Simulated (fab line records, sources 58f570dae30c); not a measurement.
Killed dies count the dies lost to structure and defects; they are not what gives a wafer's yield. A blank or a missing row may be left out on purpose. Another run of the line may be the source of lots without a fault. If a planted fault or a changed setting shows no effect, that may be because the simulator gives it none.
What tool caused it? || flow berkeley cmos170 || 8 lots with 24 wafers sampled at 2 steps, on a route of 331 steps

WHAT EACH GAUGE READ, for each wafer
UCB170_NLDD_TW_MEAS_11.
{"lot": "L928", "measured": "day 7 18:01", "on": "film metro-04", "NLDD_TW": "2234 2233 2226"}
{"lot": "L931", "measured": "day 8 02:10", "on": "film metro-01", "NLDD_TW": "2201 2189 2196"}
{"lot": "L929", "measured": "day 8 03:10", "on": "film metro-02", "NLDD_TW": "2248 2255 2238"}
{"lot": "L932", "measured": "day 8 18:20", "on": "film metro-04", "NLDD_TW": "2215 2221 2210"}
{"lot": "L937", "measured": "day 9 12:40", "on": "film metro-02", "NLDD_TW": "2232 2244 2248"}
{"lot": "L940", "measured": "day 9 23:17", "on": "film metro-02", "NLDD_TW": "2241 2233 2223"}
{"lot": "L943", "measured": "day 10 18:26", "on": "film metro-04", "NLDD_TW": "1933 1925 1929"}
{"lot": "L944", "measured": "day 11 14:34", "on": "film metro-04", "NLDD_TW": "1927 1924 1918"}

EACH LOT AND THE TOOL THAT RAN IT (in order: tool; ch and the chambers of the sampled wafers; start)
{"lot": "L928", "UCB170_NLDD_IMPLANT_08": "implanter-01 ch 0, day 7 17:38"}
{"lot": "L931", "UCB170_NLDD_IMPLANT_08": "implanter-02 ch 0, day 8 01:46"}
{"lot": "L929", "UCB170_NLDD_IMPLANT_08": "implanter-02 ch 0, day 8 02:46"}
{"lot": "L932", "UCB170_NLDD_IMPLANT_08": "implanter-01 ch 0, day 8 17:57"}
{"lot": "L937", "UCB170_NLDD_IMPLANT_08": "implanter-04 ch 0, day 9 12:18"}
{"lot": "L940", "UCB170_NLDD_IMPLANT_08": "implanter-04 ch 0, day 9 22:52"}
{"lot": "L943", "UCB170_NLDD_IMPLANT_08": "implanter-01 ch 0, day 10 18:04"}
{"lot": "L944", "UCB170_NLDD_IMPLANT_08": "implanter-01 ch 0, day 11 14:13"}
- UCB170_NLDD_IMPLANT_08

THE ANSWER, worked out from the rows above alone
Rule: usual is defined by the lots themselves. Put in order of their means at a reading, lots are off if they are a third of the lots or fewer, leave a main group of 4 or more, and stand apart from it by a gap of 3 or more times the standard deviation of the main group's means; of several such gaps the widest counts. A main group whose means are all the same, to the digits that the tables above print for the reading, isn't used. A lot without any number at a reading at which 4 lots or more have one is off too. All remaining lots with rows at the step are treated as sound.
Off: L943, L944, at UCB170_NLDD_TW_MEAS_11 (NLDD_TW). The main group: mean 2227, standard deviation 17.
A tool fits if, at a process step before that reading, it ran every lot that is off, and no sound lot after the first of them. Those tools and the gauges at UCB170_NLDD_TW_MEAS_11 are tried in the same way. Undecided on this evidence; 2 tools fit (implanter-01 at UCB170_NLDD_IMPLANT_08, film metro-04 at UCB170_NLDD_TW_MEAS_11).

WHAT HAD BEEN PUT IN BY THE SIMULATOR
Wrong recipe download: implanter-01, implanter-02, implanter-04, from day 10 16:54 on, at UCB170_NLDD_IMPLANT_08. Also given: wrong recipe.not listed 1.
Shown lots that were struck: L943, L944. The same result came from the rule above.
